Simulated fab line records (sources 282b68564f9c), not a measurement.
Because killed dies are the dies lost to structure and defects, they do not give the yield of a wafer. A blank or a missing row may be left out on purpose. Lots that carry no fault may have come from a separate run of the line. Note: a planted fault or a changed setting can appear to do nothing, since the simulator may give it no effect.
The same fault as seen by 2 desks | flow ritCmos | each desk holds nothing but its own numbers, with what lay behind them at the end

FROM THE METROLOGY DESK
What the gauges read for every lot (on any tool): the sampled wafers with a number, averaged. If a lot's mean is further than 4 standard deviations from the usual mean, the lot is out of limits and carries the mark OUT (the distance appears in the brackets).
Columns: A = M1_OVL at RIT_M1_OVL_MEAS_10, usual 1.0 nm
lot  | first seen here | A
L256 | day 3 09:38     | 3.3
L257 | day 3 18:30     | 2.7
L258 | day 3 22:37     | 1.0
L261 | day 4 12:00     | 2.7
L262 | day 4 18:31     | -0.2
L263 | day 5 04:57     | -0.8
L265 | day 5 10:07     | 2.6
L266 | day 5 14:52     | -0.2
L269 | day 6 04:43     | 1.4
L270 | day 6 09:34     | 2.2
L271 | day 6 15:46     | -0.8
L273 | day 7 00:20     | 0.2
L274 | day 7 03:39     | 361.4 (+99 or more) OUT
L275 | day 7 10:58     | 360.8 (+99 or more) OUT
L276 | day 7 16:56     | 360.2 (+99 or more) OUT
L277 | day 7 19:17     | 362.0 (+99 or more) OUT
Per this desk, out of limits: L274, L275, L276, L277; the first was L274, day 7 03:39 (M1_OVL at RIT_M1_OVL_MEAS_10). In limits: L256, L257, L258, L261, L262, L263, L265, L266, L269, L270, L271, L273.

THE TOOL OWNER'S DESK: ilineStepper-02
The tool's own readings at RIT_M1_EXPOSE_06 (exposes mask M12, target cd 2600 nm): means of the sampled wafers that have a number, for each lot that ran on this tool. If a lot's mean is further than 4 standard deviations from the usual mean, the lot is out of limits and carries the mark OUT (the distance appears in the brackets).
Columns: A = focusOffsetNm at RIT_M1_EXPOSE_06, usual 0.1 nm; B = stageVelMmS at RIT_M1_EXPOSE_06, usual 500.00 mm/s
lot  | first seen here | A    | B
L257 | day 3 17:57     | 0.1  | 500.13
L258 | day 3 22:05     | -0.3 | 500.11
L262 | day 4 17:50     | -0.3 | 499.88
L263 | day 5 04:14     | 0.3  | 500.06
L265 | day 5 09:34     | 0.5  | 500.12
L266 | day 5 14:19     | 1.1  | 500.23
L271 | day 6 15:13     | -0.6 | 499.98
L273 | day 6 23:49     | -0.1 | 500.06
L274 | day 7 03:08     | -0.4 | 500.17
L275 | day 7 10:25     | -0.7 | 500.01
L276 | day 7 16:23     | 0.1  | 499.73
L277 | day 7 18:46     | 0.4  | 499.86
This desk's verdict: no lot among the 12 shows anything out of limits.

PUT TOGETHER
An alarm was possible from the metrology desk at day 7 03:39, on L274, L275, L276, L277.
Nothing out of limits was seen by the tool owner's desk.
Tool owner's desk: L274, L275, L276, L277 on record, inside its limits.
The lots listed all ran RIT_M1_EXPOSE_06 on ilineStepper-02.

WHAT HAD BEEN PUT IN BY THE SIMULATOR
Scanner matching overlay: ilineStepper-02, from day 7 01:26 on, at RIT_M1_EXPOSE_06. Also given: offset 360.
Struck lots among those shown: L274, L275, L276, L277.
Per desk, hours elapsed from the start of the fault to the first reading out of limits: for the metrology desk, 2.
